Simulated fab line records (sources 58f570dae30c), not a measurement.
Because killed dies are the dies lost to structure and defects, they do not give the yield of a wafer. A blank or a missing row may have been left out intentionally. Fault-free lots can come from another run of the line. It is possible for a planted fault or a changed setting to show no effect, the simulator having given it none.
Lot-split experiment | flow berkeleyCmos170 | 23 wafers read from 5 lots, route of 331 steps

== THE SPLIT ITSELF ==
At UCB170_START_OXIDATION_02 (target thk 20 nm, ox time 1800 s), the setting tempC was moved away from the recipe's 950 C on 20 of the 23 wafers read, by -2.4% to +2.8%. This setting was run at the recipe's value on the other wafers.

Between the split and the reading, the file records no step.

== THE READING ==
START_OXIDE_THK at UCB170_START_THK_MEAS_03, in nm. Typical for fault-free wafers on this fab line: 20.3 nm, with standard deviation 0.35 nm.

wafer  | tool, chamber at the split | tempC as run, C | against the recipe | START_OXIDE_THK, nm | against lot-mates on the recipe
L075.1 | -, -                       | 936.9           | -1.4%              | 17.4                | no lot-mate on the recipe
L075.2 | -, -                       | 936.9           | -1.4%              | 17.1                | no lot-mate on the recipe
L075.3 | -, -                       | 936.9           | -1.4%              | 17.3                | no lot-mate on the recipe
L075.4 | -, -                       | 936.9           | -1.4%              | 17.5                | no lot-mate on the recipe
L075.6 | -, -                       | 936.9           | -1.4%              | 17.1                | no lot-mate on the recipe
L078.1 | -, -                       | 962.7           | +1.3%              | 23.2                | no lot-mate on the recipe
L078.2 | -, -                       | 962.7           | +1.3%              | 23.5                | no lot-mate on the recipe
L078.3 | -, -                       | 962.7           | +1.3%              | 23.3                | no lot-mate on the recipe
L078.5 | -, -                       | 962.7           | +1.3%              | 23.5                | no lot-mate on the recipe
L078.6 | -, -                       | 962.7           | +1.3%              | 23.4                | no lot-mate on the recipe
L080.1 | -, -                       | 926.8           | -2.4%              | 16.1                | no lot-mate on the recipe
L080.2 | -, -                       | 926.8           | -2.4%              | 16.0                | no lot-mate on the recipe
L080.4 | -, -                       | 926.8           | -2.4%              | 16.5                | no lot-mate on the recipe
L080.5 | -, -                       | 926.8           | -2.4%              | 15.9                | no lot-mate on the recipe
L080.6 | -, -                       | 926.8           | -2.4%              | 16.4                | no lot-mate on the recipe
L082.2 | furnace-02, 0              | 950             | recipe             | 19.5                | -
L082.3 | furnace-02, 0              | 950             | recipe             | 19.5                | -
L082.6 | furnace-02, 0              | 950             | recipe             | 19.5                | -
L085.2 | -, -                       | 976.6           | +2.8%              | 25.9                | no lot-mate on the recipe
L085.3 | -, -                       | 976.6           | +2.8%              | 26.3                | no lot-mate on the recipe
L085.4 | -, -                       | 976.6           | +2.8%              | 25.9                | no lot-mate on the recipe
L085.5 | -, -                       | 976.6           | +2.8%              | 25.8                | no lot-mate on the recipe
L085.6 | -, -                       | 976.6           | +2.8%              | 26.0                | no lot-mate on the recipe

THE FIT
A straight line over all 23 wafers: START_OXIDE_THK changes by +1.96 nm for each +1% of tempC; r = +0.99; the points scatter about the line by 0.54 nm.
Too few moved wafers have a lot-mate on the recipe to fit a line with each lot's own level taken away.

== THE WHOLE CHAIN: every reading that the file lists as answering this split, in the file's order ==
step                      | what it does                     | reading                                                                           | change (the file's fit)              | r (the file's)
UCB170_START_OXIDATION_02 | target thk 20 nm, ox time 1800 s | SiO2_of_START_OXIDATION_02.thkNm (the simulator's own value, which no gauge read) | +1.96 nm for each +1% of the setting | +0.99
UCB170_START_THK_MEAS_03  |                                  | START_OXIDE_THK                                                                   | +1.96 for each +1% of the setting    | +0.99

== FILE'S OWN FIT ==
START_OXIDE_THK changes by +1.96 nm for each +1% of tempC, r = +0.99.
